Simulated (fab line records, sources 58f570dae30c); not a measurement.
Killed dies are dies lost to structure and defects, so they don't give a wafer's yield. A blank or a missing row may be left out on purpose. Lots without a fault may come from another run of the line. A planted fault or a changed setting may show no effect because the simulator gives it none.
Which tool did it? | flow berkeley_cmos170 | 14 lots, 42 wafers sampled, at 4 steps of a route of 331

WHAT THE GAUGES READ, wafer by wafer
UCB170_SDANNEAL_RS_MEAS_03: measures by four-point-probe.
lot  | measured     | on            | NSD_RS (ohm/sq)
L408 | day 8 18:55  | film_metro-02 | 37.15 37.14 37.19
L409 | day 8 17:56  | film_metro-04 | 37.26 37.32 37.30
L407 | day 8 18:05  | film_metro-02 | 37.30 37.26 37.42
L411 | day 8 18:27  | film_metro-01 | 37.10 37.20 37.16
L410 | day 8 17:56  | film_metro-01 | 37.33 37.35 37.29
L416 | day 10 04:53 | film_metro-02 | 37.03 37.25 37.25
L414 | day 10 04:07 | film_metro-04 | 37.31 37.27 37.33
L415 | day 10 04:35 | film_metro-01 | 37.29 37.36 37.28
L419 | day 10 15:56 | film_metro-04 | 37.20 37.24 37.33
L421 | day 11 08:02 | film_metro-04 | 37.25 37.26 37.26
L423 | day 11 17:31 | film_metro-01 | 37.18 37.19 37.17
L425 | day 12 13:47 | film_metro-04 | 37.23 37.40 37.27
L427 | day 13 04:02 | film_metro-02 | 37.25 37.16 37.33
L429 | day 13 14:12 | film_metro-04 | 37.38 37.29 37.29

UCB170_CONTACT_CD_MEAS_15: target cd 700 nm.
lot  | measured     | on        | cd_nm (nm)
L408 | day 9 00:23  | cd_sem-02 | 699.8 700.9 699.8
L409 | day 8 22:20  | cd_sem-02 | 698.6 698.6 700.4
L407 | day 9 00:35  | cd_sem-02 | 699.8 701.0 699.5
L411 | day 9 00:50  | cd_sem-01 | 699.8 699.8 699.5
L410 | day 9 00:07  | cd_sem-02 | 698.9 699.6 699.2
L416 | day 10 09:41 | cd_sem-01 | 698.5 698.7 699.3
L414 | day 10 08:58 | cd_sem-02 | 697.8 698.8 698.8
L415 | day 10 09:06 | cd_sem-01 | 700.0 699.0 699.5
L419 | day 10 20:28 | cd_sem-01 | 700.3 699.0 699.8
L421 | day 11 14:07 | cd_sem-01 | 699.6 700.4 700.2
L423 | day 12 00:16 | cd_sem-02 | 700.4 700.0 701.2
L425 | day 12 21:38 | cd_sem-02 | 700.3 701.1 697.6
L427 | day 13 10:02 | cd_sem-02 | 698.4 699.4 700.4
L429 | day 13 19:35 | cd_sem-02 | 699.2 699.5 698.5

UCB170_V2_CD_MEAS_12: target cd 700 nm.
lot  | measured     | on        | cd_nm (nm)
L408 | day 9 13:26  | cd_sem-01 | 697.7 699.1 698.1
L409 | day 9 11:28  | cd_sem-02 | 700.8 699.7 699.7
L407 | day 9 14:29  | cd_sem-01 | 700.0 699.7 700.9
L411 | day 9 15:31  | cd_sem-01 | 698.8 698.6 697.8
L410 | day 9 11:47  | cd_sem-02 | 699.8 699.7 700.0
L416 | day 10 23:53 | cd_sem-01 | 697.9 697.5 699.2
L414 | day 10 21:47 | cd_sem-01 | 700.2 703.0 701.1
L415 | day 10 23:23 | cd_sem-01 | 700.2 699.2 700.3
L419 | day 11 10:11 | cd_sem-01 | 700.0 700.0 700.4
L421 | day 12 02:57 | cd_sem-01 | 701.0 702.2 700.9
L423 | day 12 16:10 | cd_sem-01 | 698.8 698.8 698.9
L425 | day 13 09:14 | cd_sem-01 | 699.2 699.0 700.1
L427 | day 13 22:05 | cd_sem-01 | 698.3 698.0 697.7
L429 | day 14 07:38 | cd_sem-02 | 701.1 702.3 700.7

WHICH TOOL RAN EACH LOT (tool, then ch and the chambers of the sampled wafers, then the start)
lot  | UCB170_FIELD_CLEAN_00
L408 | wet_bench-02 ch 2, day 5 11:26
L409 | wet_bench-02 ch 2, day 5 11:26
L407 | wet_bench-04 ch 0, day 5 14:49
L411 | wet_bench-02 ch 0, day 5 17:40
L410 | wet_bench-02 ch 3, day 5 18:02
L416 | wet_bench-01 ch 3, day 6 23:45
L414 | wet_bench-02 ch 0, day 7 00:45
L415 | wet_bench-02 ch 2, day 7 00:51
L419 | wet_bench-01 ch 0, day 7 06:29
L421 | wet_bench-01 ch 0, day 8 02:30
L423 | wet_bench-04 ch 0, day 8 11:36
L425 | wet_bench-01 ch 2, day 9 04:22
L427 | wet_bench-01 ch 1, day 9 17:27
L429 | wet_bench-04 ch 3, day 10 07:22
- UCB170_FIELD_CLEAN_00: cleans in dHF, time 7.5 s.

WHAT THE TOOLS THEMSELVES READ (means of the sampled wafers that have a number; where no wafer has one, the mark that the record gives instead)
The record holds no such reading with a usual standard deviation.

THE ANSWER, worked out from the rows above alone
Rule: what is usual is taken from the lots themselves. Put in order of their means at a reading, lots are off if they are a third of the lots or fewer, leave a main group of 4 or more, and stand apart from it by a gap of 3 or more times the standard deviation of the main group's means; of several such gaps the widest counts. A main group whose means are all the same, to the digits that the tables above print for the reading, isn't used. A lot without any number at a reading at which 4 lots or more have one is off too. The other lots that the step has rows for count as sound. The gauges are gone through in route order, then the tools' own readings, and for those a lot's mean is taken as printed above. The first step at which some lot is off is used, and at that step the reading that is off furthest; a lot without a number counts as furthest.
No lot is off at any reading shown: from this, nothing can be told.

WHAT THE SIMULATOR HAD PUT IN
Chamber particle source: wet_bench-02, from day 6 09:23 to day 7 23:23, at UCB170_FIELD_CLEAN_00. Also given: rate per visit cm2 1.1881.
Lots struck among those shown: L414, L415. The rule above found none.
